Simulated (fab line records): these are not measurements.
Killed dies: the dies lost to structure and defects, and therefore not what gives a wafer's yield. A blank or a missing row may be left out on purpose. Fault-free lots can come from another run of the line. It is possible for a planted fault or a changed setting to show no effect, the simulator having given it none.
A struck lot beside a sound one || flow berkeley cmos170 || 11 out of 331 route steps
Sound: wafers L299.4, L299.5, L299.6. Wafers struck: L310.1, L310.3, L310.4. At the end, the cause is stated.
At each step with rows: each side's tool, then ch and its chambers, then its first start. Under that, the readings that differ: sound wafers || struck wafers || difference of the means || sigmas: that difference in standard deviations of wafers without a fault.
alike: same words and numbers on both sides, and readings whose means sit less than 2 such deviations apart. not compared: any withheld reading, any reading some wafer has no value for, any bound like >300 that may hide the same value, and any number with overlapping values for which the record gives no deviation.
Wherever a step has rows on one side only, a row that says differs or no value, or a row with sigmas, the two part there. When numbers do not overlap yet have no deviation, they are printed without sigmas and do not part them. A reading missing from all wafers of one side parts the sides only when that side holds two or more wafers.

UCB170_START_BOW_MEAS_00:
  sound on film metro-04 at day 2 11:10; struck on film metro-02 at day 4 18:00
  alike: INCOMING_BOW
then, 2 steps without rows for these wafers: UCB170_START_CLEAN_01 (cleans in dHF, time 60 s); UCB170_START_OXIDATION_02 (target thk 20 nm, ox time 1800 s).
UCB170_START_THK_MEAS_03:
  sound on film metro-01 at day 2 16:59; struck on film metro-01 at day 4 23:09
  alike: START_OXIDE_THK
then, 5 steps without rows for these wafers: UCB170_START_ANNEAL_04 (time 1200 s); UCB170_ZERO_HMDS_00 (prime time 60 s); UCB170_ZERO_COAT_01 (resist thk 900 nm); UCB170_ZERO_SOFTBAKE_02 (time 60 s); UCB170_ZERO_EXPOSE_03 (exposes mask PM MARKS, target cd 4000 nm).
UCB170_ZERO_PEB_04:
  sound on litho track-01 ch 0, day 3 01:25; struck on litho track-03, day 5 03:51
  no value came back on the struck wafers for chill plate temp C (C), exhaust pa (Pa), heater power total W (W); on the sound wafers chill plate temp C (C) reads 22.91 22.91 22.91
then, 1 step without rows for these wafers: UCB170_ZERO_DEVELOP_05 (develop time 45 s).

## WHERE THEY PART
Only at UCB170_ZERO_PEB_04, as far as this record shows.

WHY: what the simulator had put in
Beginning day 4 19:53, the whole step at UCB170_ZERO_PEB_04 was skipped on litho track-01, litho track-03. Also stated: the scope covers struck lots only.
